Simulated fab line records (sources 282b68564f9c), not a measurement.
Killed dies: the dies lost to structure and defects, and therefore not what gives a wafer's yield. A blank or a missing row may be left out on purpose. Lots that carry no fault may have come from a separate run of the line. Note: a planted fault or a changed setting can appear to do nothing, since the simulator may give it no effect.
What tool caused it? / flow rit_cmos / 14 lots, 42 wafers sampled, at 4 steps of a route of 202

== WHAT EACH GAUGE READ, for each wafer ==
RIT_PWELL_OVL_MEAS_06. Usual: PWELL_OVL typically reads -0.2 nm, with standard deviation 1.5.
lot=L966; measured=day 1 22:19; on=overlay-01; PWELL_OVL (nm)=2.1 0.1 0.9; flag=
lot=L967; measured=day 2 02:53; on=overlay-02; PWELL_OVL (nm)=-0.7 -0.7 -2.3; flag=
lot=L968; measured=day 2 11:08; on=overlay-02; PWELL_OVL (nm)=-2.0 -2.7 -3.6; flag=
lot=L969; measured=day 2 18:11; on=overlay-02; PWELL_OVL (nm)=-1.6 -1.9 -0.2; flag=
lot=L970; measured=day 3 00:53; on=overlay-01; PWELL_OVL (nm)=0.0 1.8 2.2; flag=
lot=L971; measured=day 3 00:57; on=overlay-02; PWELL_OVL (nm)=-0.1 -2.0 -0.7; flag=
lot=L972; measured=day 3 06:19; on=overlay-01; PWELL_OVL (nm)=2.5 1.4 1.8; flag=
lot=L977; measured=day 4 05:52; on=overlay-02; PWELL_OVL (nm)=-1.3 -0.6 1.1; flag=
lot=L978; measured=day 4 10:42; on=overlay-02; PWELL_OVL (nm)=-1.5 -2.2 -2.9; flag=
lot=L984; measured=day 5 16:15; on=overlay-01; PWELL_OVL (nm)=1.1 0.7 -0.6; flag=
lot=L985; measured=day 5 22:19; on=overlay-01; PWELL_OVL (nm)=1.1 1.4 0.5; flag=
lot=L987; measured=day 6 08:05; on=overlay-01; PWELL_OVL (nm)=-0.1 -0.5 -0.9; flag=
lot=L988; measured=day 6 11:56; on=overlay-02; PWELL_OVL (nm)=-0.2 -0.4 0.1; flag=
lot=L989; measured=day 6 16:52; on=overlay-02; PWELL_OVL (nm)=-2.3 -1.6 -0.4; flag=

RIT_NLDD_TW_MEAS_10. Usual: NLDD_TW typically reads 2463, with standard deviation 14.
lot=L966; measured=day 2 23:40; on=film_metro-02; NLDD_TW=2449 2440 2437; flag=
lot=L967; measured=day 3 01:32; on=film_metro-04; NLDD_TW=2454 2477 2474; flag=
lot=L968; measured=day 3 09:36; on=film_metro-04; NLDD_TW=2466 2463 2458; flag=
lot=L969; measured=day 3 16:01; on=film_metro-01; NLDD_TW=2453 2450 2458; flag=
lot=L970; measured=day 3 23:17; on=film_metro-01; NLDD_TW=2445 2459 2449; flag=
lot=L971; measured=day 4 01:16; on=film_metro-01; NLDD_TW=2461 2453 2452; flag=
lot=L972; measured=day 4 02:30; on=film_metro-02; NLDD_TW=2445 2448 2458; flag=
lot=L977; measured=day 5 02:34; on=film_metro-04; NLDD_TW=2475 2465 2485; flag=
lot=L978; measured=day 5 06:40; on=film_metro-01; NLDD_TW=2437 2455 2455; flag=
lot=L984; measured=day 6 12:43; on=film_metro-04; NLDD_TW=2493 2474 2468; flag=
lot=L985; measured=day 6 17:28; on=film_metro-04; NLDD_TW=2482 2483 2466; flag=
lot=L987; measured=day 7 05:13; on=film_metro-04; NLDD_TW=2467 2471 2469; flag=
lot=L988; measured=day 7 09:23; on=film_metro-04; NLDD_TW=2481 2470 2485; flag=
lot=L989; measured=day 7 13:29; on=film_metro-01; NLDD_TW=2461 2477 2464; flag=

== WHAT TOOL EACH LOT RAN ON (gives the tool, then ch and the chambers of the sampled wafers, and finally the start) ==
lot=L966; RIT_ACTIVE_HARDBAKE_12=litho_track-03 ch 0, day 1 14:44; RIT_GATE_STRIP_20=plasma_asher-02 ch 0,1, day 2 17:56
lot=L967; RIT_ACTIVE_HARDBAKE_12=litho_track-04 ch 0, day 1 19:34; RIT_GATE_STRIP_20=plasma_asher-03 ch 0,1, day 2 19:46
lot=L968; RIT_ACTIVE_HARDBAKE_12=litho_track-03 ch 0, day 2 00:35; RIT_GATE_STRIP_20=plasma_asher-01 ch 0,1, day 3 04:37
lot=L969; RIT_ACTIVE_HARDBAKE_12=litho_track-02 ch 0, day 2 05:55; RIT_GATE_STRIP_20=plasma_asher-03 ch 1, day 3 11:13
lot=L970; RIT_ACTIVE_HARDBAKE_12=litho_track-03 ch 0, day 2 14:37; RIT_GATE_STRIP_20=plasma_asher-01 ch 0,1, day 3 15:27
lot=L971; RIT_ACTIVE_HARDBAKE_12=litho_track-03 ch 0, day 2 17:26; RIT_GATE_STRIP_20=plasma_asher-03 ch 0,1, day 3 18:55
lot=L972; RIT_ACTIVE_HARDBAKE_12=litho_track-04 ch 0, day 2 21:50; RIT_GATE_STRIP_20=plasma_asher-01 ch 0,1, day 3 21:33
lot=L977; RIT_ACTIVE_HARDBAKE_12=litho_track-03 ch 0, day 3 22:28; RIT_GATE_STRIP_20=plasma_asher-01 ch 0,1, day 4 21:28
lot=L978; RIT_ACTIVE_HARDBAKE_12=litho_track-03 ch 0, day 4 02:43; RIT_GATE_STRIP_20=plasma_asher-02 ch 0,1, day 5 01:50
lot=L984; RIT_ACTIVE_HARDBAKE_12=litho_track-04 ch 0, day 5 08:41; RIT_GATE_STRIP_20=plasma_asher-02 ch 0,1, day 6 07:51
lot=L985; RIT_ACTIVE_HARDBAKE_12=litho_track-04 ch 0, day 5 13:48; RIT_GATE_STRIP_20=plasma_asher-01 ch 0,1, day 6 12:41
lot=L987; RIT_ACTIVE_HARDBAKE_12=litho_track-02 ch 0, day 5 23:46; RIT_GATE_STRIP_20=plasma_asher-03 ch 0,1, day 7 00:26
lot=L988; RIT_ACTIVE_HARDBAKE_12=litho_track-02 ch 0, day 6 04:41; RIT_GATE_STRIP_20=plasma_asher-03 ch 0,1, day 7 04:38
lot=L989; RIT_ACTIVE_HARDBAKE_12=litho_track-04 ch 0, day 6 09:34; RIT_GATE_STRIP_20=plasma_asher-02 ch 0,1, day 7 08:27
- RIT_ACTIVE_HARDBAKE_12: time 60 s.
- RIT_GATE_STRIP_20: strips in O2, time 180 s.

== WHAT THE TOOLS THEMSELVES READ (means of the sampled wafers that have a number; where no wafer has one, the mark that the record gives instead) ==
RIT_ACTIVE_HARDBAKE_12. Usual: heater_power_total_W 62.54 W, standard deviation 0.047; plate_temp_C 140.03 C, standard deviation 0.13; resist_line_temp_C 23.00 C, standard deviation 0.11.
lot=L966; tool=litho_track-03; heater_power_total_W (W)=62.55; plate_temp_C (C)=139.98; resist_line_temp_C (C)=22.80; flag=
lot=L967; tool=litho_track-04; heater_power_total_W (W)=62.55; plate_temp_C (C)=139.89; resist_line_temp_C (C)=22.95; flag=
lot=L968; tool=litho_track-03; heater_power_total_W (W)=62.54; plate_temp_C (C)=140.13; resist_line_temp_C (C)=22.94; flag=
lot=L969; tool=litho_track-02; heater_power_total_W (W)=62.55; plate_temp_C (C)=140.01; resist_line_temp_C (C)=22.98; flag=
lot=L970; tool=litho_track-03; heater_power_total_W (W)=62.57; plate_temp_C (C)=140.12; resist_line_temp_C (C)=23.10; flag=
lot=L971; tool=litho_track-03; heater_power_total_W (W)=62.58; plate_temp_C (C)=140.06; resist_line_temp_C (C)=23.09; flag=
lot=L972; tool=litho_track-04; heater_power_total_W (W)=62.54; plate_temp_C (C)=140.22; resist_line_temp_C (C)=22.85; flag=
lot=L977; tool=litho_track-03; heater_power_total_W (W)=64.45; plate_temp_C (C)=143.24; resist_line_temp_C (C)=23.04; flag=OFF
lot=L978; tool=litho_track-03; heater_power_total_W (W)=64.38; plate_temp_C (C)=143.20; resist_line_temp_C (C)=22.96; flag=OFF
lot=L984; tool=litho_track-04; heater_power_total_W (W)=62.53; plate_temp_C (C)=139.91; resist_line_temp_C (C)=23.01; flag=
lot=L985; tool=litho_track-04; heater_power_total_W (W)=62.53; plate_temp_C (C)=140.07; resist_line_temp_C (C)=22.92; flag=
lot=L987; tool=litho_track-02; heater_power_total_W (W)=62.52; plate_temp_C (C)=140.06; resist_line_temp_C (C)=23.10; flag=
lot=L988; tool=litho_track-02; heater_power_total_W (W)=62.54; plate_temp_C (C)=139.83; resist_line_temp_C (C)=22.90; flag=
lot=L989; tool=litho_track-04; heater_power_total_W (W)=62.52; plate_temp_C (C)=140.02; resist_line_temp_C (C)=22.97; flag=

RIT_GATE_STRIP_20. Usual: chamber_pressure_mTorr 4000 mTorr, standard deviation 3.6; drypump_motor_current_A 6.0 A, standard deviation 0.6.
lot=L966; tool=plasma_asher-02; chamber_pressure_mTorr (mTorr)=4002; drypump_motor_current_A (A)=6.4; flag=
lot=L967; tool=plasma_asher-03; chamber_pressure_mTorr (mTorr)=3999; drypump_motor_current_A (A)=5.8; flag=
lot=L968; tool=plasma_asher-01; chamber_pressure_mTorr (mTorr)=3998; drypump_motor_current_A (A)=6.4; flag=
lot=L969; tool=plasma_asher-03; chamber_pressure_mTorr (mTorr)=3999; drypump_motor_current_A (A)=6.2; flag=
lot=L970; tool=plasma_asher-01; chamber_pressure_mTorr (mTorr)=4001; drypump_motor_current_A (A)=6.2; flag=
lot=L971; tool=plasma_asher-03; chamber_pressure_mTorr (mTorr)=4000; drypump_motor_current_A (A)=5.3; flag=
lot=L972; tool=plasma_asher-01; chamber_pressure_mTorr (mTorr)=4000; drypump_motor_current_A (A)=6.4; flag=
lot=L977; tool=plasma_asher-01; chamber_pressure_mTorr (mTorr)=4003; drypump_motor_current_A (A)=6.4; flag=
lot=L978; tool=plasma_asher-02; chamber_pressure_mTorr (mTorr)=4002; drypump_motor_current_A (A)=6.1; flag=
lot=L984; tool=plasma_asher-02; chamber_pressure_mTorr (mTorr)=3998; drypump_motor_current_A (A)=6.4; flag=
lot=L985; tool=plasma_asher-01; chamber_pressure_mTorr (mTorr)=4001; drypump_motor_current_A (A)=6.4; flag=
lot=L987; tool=plasma_asher-03; chamber_pressure_mTorr (mTorr)=3999; drypump_motor_current_A (A)=5.8; flag=
lot=L988; tool=plasma_asher-03; chamber_pressure_mTorr (mTorr)=4001; drypump_motor_current_A (A)=5.8; flag=
lot=L989; tool=plasma_asher-02; chamber_pressure_mTorr (mTorr)=3999; drypump_motor_current_A (A)=6.1; flag=

== THE ANSWER, worked out from the rows above alone ==
Rule: a lot counts as off when the mean over its wafers that have a number is more than 3 standard deviations away from the usual mean. Also off: a lot with no number at a reading for which 4 or more lots have one. Any other lot the step has rows for is counted as sound. The gauges are gone through in route order, then the tools' own readings, and for those a lot's mean is taken as printed above. The first step at which some lot is off is used, and at that step the reading that is off furthest; a lot without a number counts as furthest.
Off at RIT_ACTIVE_HARDBAKE_12 (heater_power_total_W): L977, L978.
If a tool, at that step or one of the process steps before it, ran each lot that is off and ran no sound lot following the first of them, it fits. One fits: RIT_ACTIVE_HARDBAKE_12 on litho_track-03. Its last sound lot is L971 (day 2 17:26), its first lot that is off L977 (day 3 22:28): a fault that began between those two fits.
The tool's own readings at RIT_ACTIVE_HARDBAKE_12 bear it out: on the lots that are off they differ by more than 5 times the standard deviation of the sound lots' means. heater_power_total_W reads 64.41 W there against 62.54 W on the sound lots; plate_temp_C reads 143.22 C there against 140.03 C on the sound lots.

== WHAT WAS PUT IN BY THE SIMULATOR ==
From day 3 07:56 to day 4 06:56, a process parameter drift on litho_track-03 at RIT_ACTIVE_HARDBAKE_12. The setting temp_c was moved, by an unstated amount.
Shown lots that were struck: L977, L978. The rule above reached the same finding.
